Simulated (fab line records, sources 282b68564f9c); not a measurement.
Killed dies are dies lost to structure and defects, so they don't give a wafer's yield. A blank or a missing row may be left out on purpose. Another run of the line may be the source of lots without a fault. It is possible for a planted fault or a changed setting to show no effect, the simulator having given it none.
The same fault as seen by 2 desks | flow rit cmos | each desk holds nothing but its own numbers, with what lay behind them at the end

AT THE METROLOGY DESK
What the gauges read, lot by lot, whatever tool the lot ran on: means of the sampled wafers that have a number. If a lot's mean is further than 4 standard deviations from the usual mean, the lot is out of limits and carries the mark OUT (the distance appears in the brackets).
Columns: A = PLDD_RS at RIT_SDANNEAL_RS_MEAS_06, usual 178.8 ohm/sq; B = NLDD_RS at RIT_SDANNEAL_RS_MEAS_07, usual 151.5 ohm/sq
lot  | first seen here | A                | B
L318 | day 3 05:31     | 178.8            | 151.9
L319 | day 3 07:34     | 179.6            | 151.6
L320 | day 3 16:55     | 178.5            | 151.9
L321 | day 3 18:26     | 179.2            | 151.8
L322 | day 3 22:22     | 178.9            | 150.7
L323 | day 4 06:14     | 178.2            | 150.8
L327 | day 4 22:58     | 179.3            | 151.5
L329 | day 5 12:35     | 178.9            | 151.7
L331 | day 5 20:02     | 178.8            | 151.3
L332 | day 6 02:04     | 179.2            | 151.3
L338 | day 7 05:03     | 176.7 (-4.6) OUT | 151.6
L339 | day 7 11:04     | 177.0 (-4.1) OUT | 151.2
L340 | day 7 16:44     | 179.0            | 150.7
L341 | day 7 22:00     | 178.5            | 151.2
This desk reports L338, L339 out of limits; the earliest was L338 at day 7 05:03 (PLDD_RS at RIT_SDANNEAL_RS_MEAS_06). In limits: L318, L319, L320, L321, L322, L323, L327, L329, L331, L332, L340, L341.

DESK OF THE TOOL OWNER: implanter-04
For each lot that ran on this tool, the mean over its sampled wafers that have a number, from the tool's own readings at RIT_PLDD_IMPLANT_08. If a lot's mean is further than 4 standard deviations from the usual mean, the lot is out of limits and carries the mark OUT (the distance appears in the brackets).
Columns: A = beam energy keV at RIT_PLDD_IMPLANT_08, usual 20.000; B = tilt deg at RIT_PLDD_IMPLANT_08, usual 7.002 degrees
lot  | first seen here | A                | B
L321 | day 3 11:52     | 19.997           | 6.988
L332 | day 5 19:14     | 20.000           | 6.991
L338 | day 6 22:32     | 20.530 (+90) OUT | 7.018
L339 | day 7 04:26     | 20.533 (+90) OUT | 7.004
This desk finds L338, L339 out of limits, L338 being first, at day 6 22:32 (beam energy keV at RIT_PLDD_IMPLANT_08). In limits: L321, L332.

PUT TOGETHER
On L338, L339, at day 6 22:32, an alarm was possible from the tool owner's desk.
At day 7 05:03 the metrology desk could have sounded an alarm, on L338, L339.
RIT_PLDD_IMPLANT_08 was run on implanter-04 by each of the lots named.

WHAT THE SIMULATOR HAD INSERTED
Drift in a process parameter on implanter-04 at RIT_PLDD_IMPLANT_08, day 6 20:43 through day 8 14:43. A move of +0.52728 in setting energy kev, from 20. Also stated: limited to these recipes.
Lots struck among those shown: L338, L339.
Hours from the fault's start to each desk's first reading out of limits: the tool owner's desk, 2; the metrology desk, 8.
